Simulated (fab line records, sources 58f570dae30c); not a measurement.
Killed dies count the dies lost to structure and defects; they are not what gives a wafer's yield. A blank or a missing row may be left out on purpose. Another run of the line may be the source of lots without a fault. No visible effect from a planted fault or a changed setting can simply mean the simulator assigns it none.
2 desks, one fault + flow berkeley-cmos170 + each desk has only its own numbers; what lay behind them comes last

== METROLOGY DESK ==
Means of the sampled wafers that have a number, per lot and without regard to the tool the lot ran on: this is what the gauges read. Any lot whose mean is over 4 standard deviations away from the usual mean is out of limits and marked OUT; that distance is given in the brackets.
Columns: A = M1_OVL at UCB170_M1_OVL_MEAS_10, usual 1 nm; B = V1_OVL at UCB170_V1_OVL_MEAS_13, usual 3 nm
| lot  | first seen here | A  | B  |
|------|-----------------|----|----|
| L858 | day 7 13:00     | 0  | 6  |
| L861 | day 7 13:17     | -5 | 1  |
| L857 | day 7 13:34     | -4 | 10 |
| L862 | day 8 03:35     | 3  | 1  |
| L865 | day 9 05:41     | -6 | -4 |
| L867 | day 9 09:01     | 5  | 0  |
| L868 | day 9 09:35     | 3  | -9 |
| L870 | day 9 15:31     | 6  | 3  |
| L872 | day 10 05:21    | 9  | 1  |
| L869 | day 10 10:26    | 8  | 7  |
| L876 | day 10 22:29    | -6 | 2  |
| L875 | day 10 22:37    | -5 | 1  |
| L878 | day 11 00:58    | 1  | 1  |
| L877 | day 11 01:14    | 3  | -3 |
Result from this desk: across the 14 lots, nothing is out of limits.

== DESK OF THE TOOL OWNER: plasma-asher-02 ==
The tool's own readings at UCB170_NSD_STRIP_09 (strips in O2): means of the sampled wafers that have a number, for each lot that ran on this tool. Any lot whose mean is over 4 standard deviations away from the usual mean is out of limits and marked OUT; that distance is given in the brackets.
Columns: A = drypump-motor-current-A at UCB170_NSD_STRIP_09, usual 5.7 A; B = oes-product-au at UCB170_NSD_STRIP_09, usual 0.534 a.u.; C = strip-time-to-endpoint-s at UCB170_NSD_STRIP_09, usual 35.82 s
| lot  | first seen here | A   | B               | C               |
|------|-----------------|-----|-----------------|-----------------|
| L862 | day 7 15:57     | 5.6 | 0.535           | 35.84           |
| L865 | day 8 20:39     | 5.6 | 0.534           | 35.80           |
| L868 | day 8 21:37     | 5.6 | 0.580 (+10) OUT | 31.09 (-79) OUT |
| L870 | day 9 05:46     | 5.4 | 0.580 (+10) OUT | 31.02 (-80) OUT |
Finding of this desk: L868, L870 out of limits; the first was L868 at day 8 21:37, on oes-product-au at UCB170_NSD_STRIP_09. L862, L865: within limits.

== BROUGHT TOGETHER ==
An alarm could have come from the tool owner's desk at day 8 21:37, on L868, L870.
From the metrology desk's view, nothing was out of limits.
The metrology desk holds a record of L868, L870, inside its limits.
On plasma-asher-02, each named lot ran UCB170_NSD_STRIP_09.

== WHAT THE SIMULATOR HAD PUT IN ==
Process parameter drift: plasma-asher-02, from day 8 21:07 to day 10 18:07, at UCB170_NSD_STRIP_09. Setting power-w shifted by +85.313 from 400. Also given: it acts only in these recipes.
Lots struck among those shown: L868, L870.
Time in hours from fault onset to the first out-of-limits reading at each desk: the tool owner's desk, 0.
